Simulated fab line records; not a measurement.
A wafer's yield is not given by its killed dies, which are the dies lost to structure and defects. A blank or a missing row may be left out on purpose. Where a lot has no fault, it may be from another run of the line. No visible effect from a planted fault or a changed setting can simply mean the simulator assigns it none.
fab line records | flow rit-cmos
record: lots: 6 wafers: 18 last-day: 6
route steps=202 shown CONTACT@168 M1@202
lots with no fault: from the same line, run without faults
start-h: start of the lot's first displayed wafer, in hours after the record's first day | wait-h: how many hours have passed since the lot's step before this one | " as in the row above | L1.1+2: a row that stands for several wafers | - no value, or no start given | * or withheld: withheld | < > ~ a bound
route shown NAME@n: a module of which the file shows steps, and the number in the route of the first | usual: the fault-free wafers' mean and standard deviation | same: alike in all rows | chamber/n: place in a boat | sites: per-site readings | _std_site: how widely they spread, as a standard deviation | _edge_site: the outer-site mean with the inner-site mean subtracted | radius-mm: how far each site lies from the wafer's centre | mask NAME#n: copy n | behind: tool/chamber where the wafer was last shaped | hold: why the lot went on hold/how many hours it stayed there/how the hold came to an end | device: which transistor (n, p or np) failed to switch | end of line: the route-end tests of the same wafers | a step with no rows: only its recipe | killed: the dies lost at the first sort to structure and to defects; this is not the yield of the wafer | map: a wafer's dies, x killed, . not, _ none there
set.NAME: the setting as run; set.NAME@STEP: as run at that earlier step | model.NAME: the simulator's own value behind a step, which no gauge read
certain route steps with their lots: each step a table, each wafer a row
services: a tool's chamber out of use, with start hour (start-h, from the record's first day; less than 0 if before it), hours out, and reason
== steps ==
step: RIT_CONTACT_CVD_00
recipe: material: SiO2 target-thk-nm: 400 precursor: TEOS temp-c: 390 time-s: 63.48 rf-w: 400
usual: heater-power-w: 330/61
columns lot.wafer tool chamber start-h wait-h heater-power-w since-wet-clean-h
L191.2 pecvd-02 2 63.02 0.0 363 1009
L191.4 " 1 " " 318 -
L191.5 " 2 " " 368 -
L192.1 pecvd-01 2 70.55 0.1 387 626
L192.2 " 0 " " 262 626
L192.5 " 0 " " 277 -
L202.1 pecvd-03 1 119.52 0.1 310 1456
L202.5 " 2 " " 269 -
L202.6 " 0 " " 392 -
L204.2 pecvd-01 2 129.41 0.0 394 685
L204.4 " 1 " " 300 -
L204.6 " 1 " " 314 -
L206.2 pecvd-02 1 141.42 0.0 410 1087
L206.3 " 2 " " 310 1087
L206.5 " 2 " " 330 -
L207.1 pecvd-01 2 143.76 0.1 341 699
L207.2 " 1 " " 402 699
L207.6 " 2 " " 372 -
step: RIT_CONTACT_THK_MEAS_01
recipe: reads: SiO2_of_CONTACT_CVD_00
usual: CONTACT_TEOS_THK: 417/5.1
columns lot.wafer tool chamber start-h wait-h CONTACT_TEOS_THK[nm]
L191.2 film-metro-04 - 63.08 0.0 415
L191.4 " - " " 432
L191.5 " - " " 424
L192.1 film-metro-01 - 70.60 0.0 402
L192.2 " - " " 415
L192.5 " - " " 415
L202.1 film-metro-04 - 119.58 0.0 418
L202.5 " - " " 423
L202.6 " - " " 413
L204.2 film-metro-04 - 129.50 0.1 412
L204.4 " - " " 418
L204.6 " - " " 423
L206.2 film-metro-01 - 141.48 0.0 420
L206.3 " - " " 413
L206.5 " - " " 423
L207.1 film-metro-02 - 143.84 0.1 410
L207.2 " - " " 417
L207.6 " - " " 417
step: RIT_CONTACT_HMDS_02
recipe: prime-time-s: 60 prime-temp-c: 140
step: RIT_CONTACT_COAT_03
recipe: resist: NOVOLAK spin-rpm: 3250 resist-thk-nm: 1000
step: RIT_CONTACT_SOFTBAKE_04
recipe: resist: NOVOLAK temp-c: 90 time-s: 60
step: RIT_CONTACT_EXPOSE_05
recipe: mask-id: M11 na: 0.6 source-shape: conventional sigma-outer: 0.5 target-cd-nm: 1000 dose-mj: 250
step: RIT_CONTACT_PEB_06
recipe: resist: NOVOLAK temp-c: withheld time-s: withheld
step: RIT_CONTACT_DEVELOP_07
recipe: resist: NOVOLAK develop-time-s: 120 dev-temp-c: 23
step: RIT_CONTACT_CD_MEAS_08
recipe: target-cd-nm: 1000
usual: cd-nm: 999.7/2.4
columns lot.wafer tool chamber start-h wait-h cd-nm
L191.2 cd-sem-02 - 64.12 - 997.9
L191.4 " - " " 998.3
L191.5 " - " " 997.9
L192.1 cd-sem-02 - 71.78 - 999.2
L192.2 " - " " 998.5
L192.5 " - " " 997.6
L202.1 cd-sem-01 - 120.68 - 999.8
L202.5 " - " " 998.4
L202.6 " - " " 997.7
L204.2 cd-sem-02 - 130.53 - 999.7
L204.4 " - " " 998.6
L204.6 " - " " 999.4
L206.2 cd-sem-01 - 142.64 - 1000.6
L206.3 " - " " 1001.6
L206.5 " - " " 999.8
L207.1 cd-sem-01 - 145.17 - 999.0
L207.2 " - " " 996.2
L207.6 " - " " 999.5
step: RIT_CONTACT_OVL_MEAS_09
usual: CONTACT_OVL: 0.2/1.3
columns lot.wafer tool chamber start-h wait-h CONTACT_OVL[nm]
L191.2 overlay-01 - 64.22 0.1 -1.5
L191.4 " - " " -0.4
L191.5 " - " " -3.3
L192.1 overlay-01 - 71.90 0.1 1.0
L192.2 " - " " 2.1
L192.5 " - " " 1.3
L202.1 overlay-02 - 120.80 0.1 -1.8
L202.5 " - " " 1.9
L202.6 " - " " 0.5
L204.2 overlay-01 - 130.64 0.1 -0.4
L204.4 " - " " -0.6
L204.6 " - " " -1.2
L206.2 overlay-01 - 142.75 0.1 1.5
L206.3 " - " " 0.2
L206.5 " - " " 1.4
L207.1 overlay-02 - 145.29 0.1 -0.7
L207.2 " - " " 1.1
L207.6 " - " " 0.1
step: RIT_CONTACT_HARDBAKE_10
recipe: resist: NOVOLAK temp-c: 140 time-s: 60
step: RIT_CONTACT_ETCH_11
recipe: target-depth-a: 4800 over-etch-frac: 0.2 stop-on: TiSi2 chemistry: CHF3/CF4/Ar target: SiO2 CHF3_flow_sccm: 50 cf4-flow-sccm: 10 Ar_flow_sccm: 100 O2_flow_sccm: 5 pressure-mtorr: 100 rf-w: 200 time-s: 320
usual: chamber-pressure-mTorr: 100.00/0.076 drypump-motor-current-A: 5.8/0.41 oes-product-au: 0.991/0.02 throttle-valve-pct: 8.82/0.081
columns lot.wafer tool chamber start-h wait-h chamber-pressure-mTorr drypump-motor-current-A oes-product-au rf-hours-counter-h throttle-valve-pct
L191.2 rie-diel-04 2 64.40 0.1 100.02 6.3 0.972 135 8.67
L191.4 " 1 " " 100.01 6.2 1.006 71 8.73
L191.5 " 1 " " 100.03 6.1 1.013 - 8.73
L192.1 rie-diel-03 2 72.09 0.1 100.04 5.8 0.981 128 8.90
L192.2 " 3 " " 100.01 4.8 0.981 69 8.85
L192.5 " 2 " " 99.96 5.8 0.981 - 8.91
L202.1 rie-diel-03 0 120.99 0.1 99.99 5.6 1.020 6 8.83
L202.5 " 0 " " 99.98 5.6 1.014 - 8.85
L202.6 " 1 " " 100.07 6.0 0.972 - 8.82
L204.2 rie-diel-03 2 130.82 0.1 99.98 5.8 0.976 130 8.90
L204.4 " 3 " " 100.08 4.8 0.990 70 8.85
L204.6 " 2 " " 99.99 5.8 0.978 - 8.91
L206.2 rie-diel-03 0 142.93 0.1 99.98 5.6 1.023 6 8.83
L206.3 " 2 " " 99.99 5.8 0.975 130 8.92
L206.5 " 0 " " 100.00 5.6 1.021 - 8.83
L207.1 rie-diel-04 2 145.48 0.1 99.98 6.2 0.974 137 8.68
L207.2 " 0 " " 100.02 6.2 1.020 131 8.81
L207.6 " 1 " " 99.95 6.2 1.009 - 8.73
step: RIT_CONTACT_STRIP_12
recipe: chemistry: O2 time-s: 180 resist: NOVOLAK platen-temp-c: withheld power-w: 500 pressure-mtorr: 4000 o2-flow-sccm: 4000
usual: chamber-pressure-mTorr: 4000/3.5 drypump-motor-current-A: 5.9/0.37 run-length-s: 208.3/0.58
columns lot.wafer tool chamber start-h wait-h chamber-pressure-mTorr drypump-motor-current-A rf-hours-counter-h run-length-s
L191.2 plasma-asher-02 1 64.60 0.1 4000 5.5 29 208.9
L191.4 " 0 " " 4001 5.6 - 207.3
L191.5 " 1 " " 4004 5.5 - 209.2
L192.1 plasma-asher-02 0 72.28 0.1 3996 5.7 30 207.3
L192.2 " 1 " " 4006 5.5 30 209.4
L192.5 " 0 " " 3994 5.7 - 208.0
L202.1 plasma-asher-02 1 121.18 0.1 4002 5.5 35 232.7
L202.5 " 1 " " 4003 5.5 - 233.0
L202.6 " 0 " " 4004 5.6 - 207.8
L204.2 plasma-asher-02 0 131.01 0.1 4002 5.6 36 207.7
L204.4 " 0 " " 4002 5.6 - 208.1
L204.6 " 1 " " 4000 5.5 - 232.7
L206.2 plasma-asher-04 0 143.13 0.1 3994 5.6 3 208.8
L206.3 " 0 " " 4000 5.6 - 208.5
L206.5 " 1 " " 3999 6.4 - 208.4
L207.1 plasma-asher-04 1 145.67 0.1 4003 6.4 3 208.1
L207.2 " 0 " " 3994 5.6 3 208.4
L207.6 " 0 " " 4001 5.6 - 208.4
step: RIT_CONTACT_CD_MEAS_90
recipe: target-cd-nm: 1000
usual: cd-nm: 999.9/2.5
columns lot.wafer tool chamber start-h wait-h cd-nm
L191.2 cd-sem-01 - 64.79 0.1 996.8
L191.4 " - " " 998.4
L191.5 " - " " 998.2
L192.1 cd-sem-01 - 72.46 0.1 998.6
L192.2 " - " " 998.7
L192.5 " - " " 997.4
L202.1 cd-sem-01 - 121.36 0.1 1000.0
L202.5 " - " " 998.6
L202.6 " - " " 998.1
L204.2 cd-sem-02 - 131.21 0.1 999.6
L204.4 " - " " 998.9
L204.6 " - " " 1000.0
L206.2 cd-sem-01 - 143.32 0.1 1000.4
L206.3 " - " " 1002.1
L206.5 " - " " 1000.1
L207.1 cd-sem-01 - 145.85 0.1 999.2
L207.2 " - " " 995.9
L207.6 " - " " 999.7
step: RIT_M1_PROBE_99
usual: killed-at-contacts: 0.1/0.25 killed-at-front-end: 6.3/2.9 killed-dies: 6.4/2.8 killed-open: 3.3/2 killed-short: 3.1/2
same: gross-dies: 264 killed_at_M0_to_M3: 0 killed_at_M4_up: 0 killed-at-back-side: 0 killed-at-other: 0
columns lot.wafer tool chamber start-h wait-h killed-at-contacts killed-at-front-end killed-dies killed-open killed-short
L191.2 prober-01 - 69.34 0.1 0 6 6 4 2
L191.4 prober-01 - 69.44 0.2 0 3 3 3 0
L191.5 prober-01 - 69.49 0.2 0 3 3 2 1
L192.1 prober-02 - 77.08 0.1 1 1 2 1 1
L192.2 prober-02 - 77.13 0.1 0 6 6 2 4
L192.5 prober-02 - 77.28 0.2 0 1 1 1 0
L202.1 prober-01 - 126.15 0.1 0 7 7 3 4
L202.5 prober-01 - 126.35 0.2 0 5 5 3 2
L202.6 prober-01 - 126.40 0.2 0 11 11 6 5
L204.2 prober-01 - 136.09 0.1 0 3 3 2 1
L204.4 prober-01 - 136.19 0.2 0 6 6 5 1
L204.6 prober-01 - 136.29 0.2 0 7 7 3 4
L206.2 prober-01 - 148.02 0.1 0 0 0 0 0
L206.3 prober-01 - 148.07 0.2 0 5 5 3 2
L206.5 prober-01 - 148.17 0.2 0 8 8 3 5
L207.1 prober-02 - 150.47 0.1 0 10 10 7 3
L207.2 prober-02 - 150.52 0.1 1 5 6 2 4
L207.6 prober-02 - 150.72 0.2 0 12 12 7 5
killed by level:class
L191.2 REOX:geometric-particle:open=2 GATE:geometric-particle:open=1 GATE:geometric-particle:short=1 REOX:geometric-particle:short=1 SPACER:geometric-particle:open=1
L191.4 GATE:geometric-particle:open=3
L191.5 FOX1:geometric-particle:open=1 GATE:geometric-particle:short=1 REOX:geometric-particle:open=1
L192.1 FOX2:geometric-particle:open=1 CONTACT:geometric-particle:short=1
L192.2 SPACER:geometric-particle:short=3 GATE:geometric-particle:short=1 GATE:geometric-particle:open=1 SILICIDE:geometric-particle:open=1
L192.5 GATE:geometric-particle:open=1
L202.1 FOX1:geometric-particle:open=3 FOX1:geometric-particle:short=1 GATE:geometric-particle:short=1 SPACER:geometric-particle:short=1 SILICIDE:geometric-particle:short=1
L202.5 FOX1:geometric-particle:open=1 GATE:geometric-particle:short=1 REOX:geometric-particle:short=1 SPACER:geometric-particle:open=1 SILICIDE:geometric-particle:open=1
L202.6 GATE:geometric-particle:open=4 FOX2:geometric-particle:open=2 SPACER:geometric-particle:short=2 FOX1:geometric-particle:short=1 GATE:geometric-particle:short=1 REOX:geometric-particle:short=1
L204.2 GATE:geometric-particle:open=1 GATE:geometric-particle:short=1 SPACER:geometric-particle:open=1
L204.4 GATE:geometric-particle:open=4 REOX:geometric-particle:short=1 SILICIDE:geometric-particle:open=1
L204.6 FOX1:geometric-particle:short=2 GATE:geometric-particle:short=2 FOX1:geometric-particle:open=1 REOX:geometric-particle:open=1 SPACER:geometric-particle:open=1
L206.2
L206.3 SPACER:geometric-particle:open=2 FOX1:geometric-particle:open=1 GATE:geometric-particle:short=1 SPACER:geometric-particle:short=1
L206.5 SPACER:geometric-particle:short=2 FOX2:geometric-particle:open=1 FOX2:geometric-particle:short=1 GATE:geometric-particle:open=1 GATE:geometric-particle:short=1 REOX:geometric-particle:short=1 SPACER:geometric-particle:open=1
L207.1 GATE:geometric-particle:open=4 GATE:geometric-particle:short=2 FOX1:geometric-particle:short=1 FOX1:geometric-particle:open=1 REOX:geometric-particle:open=1 SPACER:geometric-particle:open=1
L207.2 SILICIDE:geometric-particle:short=2 FOX1:geometric-particle:short=1 REOX:geometric-particle:short=1 REOX:geometric-particle:open=1 CONTACT:geometric-particle:open=1
L207.6 GATE:geometric-particle:short=4 GATE:geometric-particle:open=4 FOX1:geometric-particle:short=1 FOX2:geometric-particle:open=1 SPACER:geometric-particle:open=1 SILICIDE:geometric-particle:open=1
== services ==
columns tool chamber start-h hours kind
rie-diel-03 3 55.04 15.0 repair
rie-diel-04 - 65.34 1.1 repair
pecvd-03 - 66.64 2.3 repair
rie-diel-03 1 81.72 18.8 repair
pecvd-01 2 91.39 12.9 repair
pecvd-03 1 95.04 - calibration
rie-diel-03 - 97.19 2.8 pm
pecvd-01 - 101.97 5.5 pm
rie-diel-03 2 107.50 12.0 repair
plasma-asher-04 - 108.75 9.0 pm
plasma-asher-04 0 108.75 9.0 vent-cycle
plasma-asher-04 1 108.75 9.0 vent-cycle
plasma-asher-04 0 117.75 - clean
plasma-asher-04 1 117.75 - clean
pecvd-03 - 135.77 0.8 repair
== key ==
first-sign: step: RIT_CONTACT_STRIP_12 reading: run-length-s direction: up sigmas: 43 usual: * struck: *
effect none on later readings
met-at RIT_CONTACT_STRIP_12
struck-wafers L202.1,L202.5,L204.6
tester-left-out L202,L204
onset-between 72.28 121.18
fault: kind: process-parameter-drift tool: plasma-asher-02 chamber: 1 onset-h: 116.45 steps: RIT_CONTACT_STRIP_12 channel: time-s offset: * shape: step end-h: 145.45 acts-in: * stated: *
tester-left-out: of these lots the tester's yield and bins aren't shown, on N5 and GAA mostly nor the transistor test; their killed dies are dies lost to structure and defects alone, not to doping, threshold or leakage, so they don't give the yield
